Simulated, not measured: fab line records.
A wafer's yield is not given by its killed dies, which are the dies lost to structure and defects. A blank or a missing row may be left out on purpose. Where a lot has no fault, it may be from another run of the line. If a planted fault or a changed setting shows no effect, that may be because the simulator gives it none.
One fault seen from 2 desks | flow berkeley cmos170 | each desk holds nothing but its own numbers, with what lay behind them at the end

== METROLOGY DESK ==
What the gauges read, lot by lot, whatever tool the lot ran on: means of the sampled wafers that have a number. The brackets show how far a lot's mean lies from the usual mean; more than 4 standard deviations puts the lot out of limits, marked OUT.
Columns: A = FIELD_OXIDE_THK at UCB170_FIELD_THK_MEAS_02, usual 557 nm; B = FIELD_OXIDE_LEFT_1_THK at UCB170_FIELD_THK_MEAS_90, usual 440 nm; C = FIELD_OXIDE_LEFT_2_THK at UCB170_FIELD_THK_MEAS_91, usual 354 nm
lot  | first seen here | A             | B             | C
L543 | day 5 15:55     | 553           | 437           | 350
L545 | day 6 03:34     | 553           | 437           | 351
L546 | day 6 11:29     | 545           | 428           | 342
L547 | day 6 11:32     | 541           | 425           | 338
L549 | day 6 21:20     | 551           | 433           | 348
L551 | day 7 08:56     | 554           | 437           | 351
L552 | day 7 08:56     | 565           | 448           | 363
L554 | day 7 23:28     | 670 (+13) OUT | 555 (+13) OUT | 469 (+13) OUT
L553 | day 7 23:29     | 678 (+14) OUT | 562 (+13) OUT | 475 (+13) OUT
L555 | day 8 08:28     | 675 (+13) OUT | 559 (+13) OUT | 472 (+13) OUT
L560 | day 9 04:16     | 560           | 444           | 356
L562 | day 9 13:24     | 556           | 440           | 353
L563 | day 9 13:25     | 557           | 441           | 355
L565 | day 10 06:15    | 564           | 448           | 360
L564 | day 10 06:16    | 568           | 452           | 364
This desk's result: L553, L554, L555 out of limits, first on L554 (FIELD_OXIDE_THK at UCB170_FIELD_THK_MEAS_02), day 7 23:28. L543, L545, L546, L547, L549, L551, L552, L560, L562, L563, L565, L564 stayed within limits.

== AT THE TOOL OWNER'S DESK: furnace-04 ==
The tool's own readings at UCB170_FIELD_OXIDATION_01 (target thk 558.3 nm, ox time 7200 s): means of the sampled wafers that have a number, for each lot that ran on this tool. The brackets show how far a lot's mean lies from the usual mean; more than 4 standard deviations puts the lot out of limits, marked OUT.
Columns: A = spike tc load C at UCB170_FIELD_OXIDATION_01, usual 1028.6 C
lot  | first seen here | A
L546 | day 6 08:28     | 1028.8
L547 | day 6 08:28     | 1030.2
L549 | day 6 18:19     | 1028.6
L553 | day 7 20:28     | 1029.2
L554 | day 7 20:28     | 1029.0
L555 | day 8 05:28     | 1028.6
Finding of this desk: none of the 6 lots has anything out of limits.

== BROUGHT TOGETHER ==
On L553, L554, L555, the metrology desk was in a position to raise an alarm at day 7 23:28.
The desk of the tool owner found nothing out of limits.
The tool owner's desk has L553, L554, L555 on record, within its limits.
On furnace-04, each named lot ran UCB170_FIELD_OXIDATION_01.

== WHAT HAD BEEN PUT IN BY THE SIMULATOR ==
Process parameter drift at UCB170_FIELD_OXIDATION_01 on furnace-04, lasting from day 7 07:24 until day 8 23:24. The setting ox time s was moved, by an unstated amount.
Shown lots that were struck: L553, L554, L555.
Delay in hours, fault start to first out-of-limits reading, per desk: metrology desk 16.
